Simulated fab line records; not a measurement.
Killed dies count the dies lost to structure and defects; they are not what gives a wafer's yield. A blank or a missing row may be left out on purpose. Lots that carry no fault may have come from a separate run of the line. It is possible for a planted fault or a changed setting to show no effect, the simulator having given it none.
2 desks looking at one fault    flow rit-cmos    what lay behind the numbers comes last; until then each desk has only its own

== THE METROLOGY DESK ==
What the gauges read for every lot (on any tool): the sampled wafers with a number, averaged. Any lot whose mean is over 4 standard deviations away from the usual mean is out of limits and marked OUT; that distance is given in the brackets.
Columns: A = FOX1_OXIDE_THK at RIT_FOX1_THK_MEAS_01, usual 343 nm; B = FOX2_OXIDE_THK at RIT_FOX2_THK_MEAS_01, usual 349 nm; C = FIELD_OXIDE_LEFT_1_THK at RIT_FOX2_THK_MEAS_90, usual 321 nm; D = NWELL_OVL at RIT_NWELL_OVL_MEAS_06, usual 0.1 nm
lot   first seen here  A    B    C    D
L860  day 2 03:32      341  347  320  -1.0
L861  day 2 09:01      339  359  331  -0.0
L872  day 4 20:20      354  351  323  1.6
L875  day 5 09:15      340  352  325  2.0
L878  day 5 23:36      339  348  320  -0.6
L879  day 6 03:42      340  346  319  1.9
Result from this desk: across the 6 lots, nothing is out of limits.

== TOOL OWNER'S DESK, litho-track-04 ==
The tool's own readings at RIT_NWELL_COAT_01 (resist thk 1300 nm): means of the sampled wafers that have a number, for each lot that ran on this tool. Any lot whose mean is over 4 standard deviations away from the usual mean is out of limits and marked OUT; that distance is given in the brackets.
Columns: A = spin-speed-rpm at RIT_NWELL_COAT_01, usual 2000.0 rpm
lot   first seen here  A
L861  day 2 11:40      2000.4
L872  day 5 00:50      1920.7 (-66) OUT
L875  day 5 12:16      1919.1 (-67) OUT
Finding of this desk: L872, L875 out of limits; the first was L872 at day 5 00:50, on spin-speed-rpm at RIT_NWELL_COAT_01. Within limits: L861.

== BROUGHT TOGETHER ==
The tool owner's desk could have raised an alarm at day 5 00:50, on L872, L875.
Metrology desk: nothing out of limits seen.
The metrology desk holds a record of L872, L875, inside its limits.
Every lot named ran RIT_NWELL_COAT_01 on litho-track-04.

== WHAT THE SIMULATOR HAD INSERTED ==
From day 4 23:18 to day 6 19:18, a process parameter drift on litho-track-04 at RIT_NWELL_COAT_01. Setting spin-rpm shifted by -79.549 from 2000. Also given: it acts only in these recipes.
Struck lots among those shown: L872, L875.
Delay in hours, fault start to first out-of-limits reading, by desk: the tool owner's desk at 2.
